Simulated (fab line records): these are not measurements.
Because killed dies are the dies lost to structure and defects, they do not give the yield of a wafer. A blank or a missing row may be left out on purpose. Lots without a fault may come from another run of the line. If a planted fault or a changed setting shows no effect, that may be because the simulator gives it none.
What tool caused it? ; flow berkeley_cmos170 ; 39 wafers from 13 lots sampled at 4 of the route's 331 steps

WHAT EACH GAUGE READ, for each wafer
UCB170_M3_RS_MEAS_02: uses a four-point probe to measure.
lot;measured;on;M3_AL_RS (ohm/sq)
L888;day 7 18:08;film_metro-02;0.0325 0.0326 0.0322
L889;day 8 06:59;film_metro-02;0.0320 0.0323 0.0320
L890;day 8 18:34;film_metro-04;0.0324 0.0321 0.0320
L891;day 8 19:10;film_metro-02;0.0318 0.0318 0.0319
L892;day 8 18:52;film_metro-04;0.0313 0.0316 0.0321
L893;day 9 11:55;film_metro-01;0.0322 0.0320 0.0317
L894;day 9 18:54;film_metro-01;0.0323 0.0321 0.0322
L895;day 10 04:55;film_metro-01;0.0319 0.0321 0.0321
L896;day 10 04:39;film_metro-04;0.0316 0.0313 0.0319
L898;day 10 03:40;film_metro-04;0.0318 0.0317 0.0319
L905;day 11 20:38;film_metro-04;0.0326 0.0327 0.0321
L907;day 12 06:52;film_metro-04;0.0312 0.0322 0.0316
L908;day 12 11:31;film_metro-04;0.0315 0.0314 0.0315

UCB170_M3_THK_MEAS_03: measures by xrf.
lot;measured;on;M3_AL_THK (nm)
L888;day 7 18:15;film_metro-02;897 895 909
L889;day 8 07:07;film_metro-02;913 901 917
L890;day 8 18:41;film_metro-04;892 901 901
L891;day 8 19:17;film_metro-02;917 915 915
L892;day 8 18:59;film_metro-04;915 910 898
L893;day 9 12:02;film_metro-01;901 906 911
L894;day 9 19:01;film_metro-01;892 897 902
L895;day 10 05:02;film_metro-01;910 903 904
L896;day 10 04:46;film_metro-04;917 918 905
L898;day 10 03:47;film_metro-04;906 904 902
L905;day 11 20:45;film_metro-04;887 889 903
L907;day 12 06:58;film_metro-04;920 895 912
L908;day 12 11:37;film_metro-04;915 918 912

UCB170_M3_CD_MEAS_90 targets a cd of 700 nm.
lot;measured;on;cd_nm (nm)
L888;day 7 20:31;cd_sem-02;700.8 699.9 699.7
L889;day 8 09:41;cd_sem-02;702.5 699.6 700.3
L890;day 8 21:28;cd_sem-02;706.9 706.0 702.9
L891;day 8 22:08;cd_sem-02;702.0 699.5 701.8
L892;day 8 22:02;cd_sem-01;697.0 699.2 698.9
L893;day 9 14:38;cd_sem-02;695.1 697.1 696.0
L894;day 9 21:28;cd_sem-01;698.6 698.8 701.1
L895;day 10 07:39;cd_sem-02;699.3 699.0 703.4
L896;day 10 07:24;cd_sem-02;701.8 698.6 699.6
L898;day 10 06:28;cd_sem-02;700.5 699.7 698.0
L905;day 11 23:26;cd_sem-02;705.3 700.6 702.4
L907;day 12 09:18;cd_sem-02;702.6 703.9 704.8
L908;day 12 14:31;cd_sem-02;707.2 703.5 703.2

EACH LOT AND THE TOOL THAT RAN IT (in order: tool; ch and the chambers of the sampled wafers; start)
lot;UCB170_GATE_CVD_04
L888;lpcvd-01 ch 0, day 6 02:01
L889;lpcvd-02 ch 0, day 6 15:05
L890;lpcvd-02 ch 1, day 7 04:29
L891;lpcvd-02 ch 1, day 7 04:29
L892;lpcvd-02 ch 0, day 7 04:29
L893;lpcvd-02 ch 0, day 7 19:13
L894;lpcvd-01 ch 0, day 8 03:44
L895;lpcvd-02 ch 1, day 8 14:01
L896;lpcvd-02 ch 0, day 8 14:01
L898;lpcvd-02 ch 1, day 8 14:01
L905;lpcvd-02 ch 0, day 10 05:22
L907;lpcvd-01 ch 0, day 10 20:32
L908;lpcvd-01 ch 0, day 10 20:32
- UCB170_GATE_CVD_04: deposits poly-Si from SiH4, time 1440 s, target thk 214 nm.

WHAT THE TOOLS THEMSELVES READ (means of the sampled wafers that have a number; where no wafer has one, the mark that the record gives instead)
The record holds no such reading with a usual standard deviation.

THE ANSWER, worked out from the rows above alone
Rule: what is usual is taken from the lots themselves. The widest of any qualifying gaps counts: lots, ordered by their means at a reading, are off when they make up no more than a third of the lots, leave a main group of 4 or more, and stand apart from it by 3 or more times the standard deviation of that group's means. A main group is skipped when, at the precision printed for the reading in the tables above, its means are all equal. Also off: a lot with no number at a reading for which 4 or more lots have one. The other lots that the step has rows for count as sound. After the gauges, taken in route order, come the tools' own readings; for these a lot's mean is taken, as printed above. At the first step where some lot is off, the reading lying furthest off is the one used; lots without a number count as furthest.
Across all readings shown, no lot is off: no conclusion can be drawn from this.

WHAT THE SIMULATOR PUT IN
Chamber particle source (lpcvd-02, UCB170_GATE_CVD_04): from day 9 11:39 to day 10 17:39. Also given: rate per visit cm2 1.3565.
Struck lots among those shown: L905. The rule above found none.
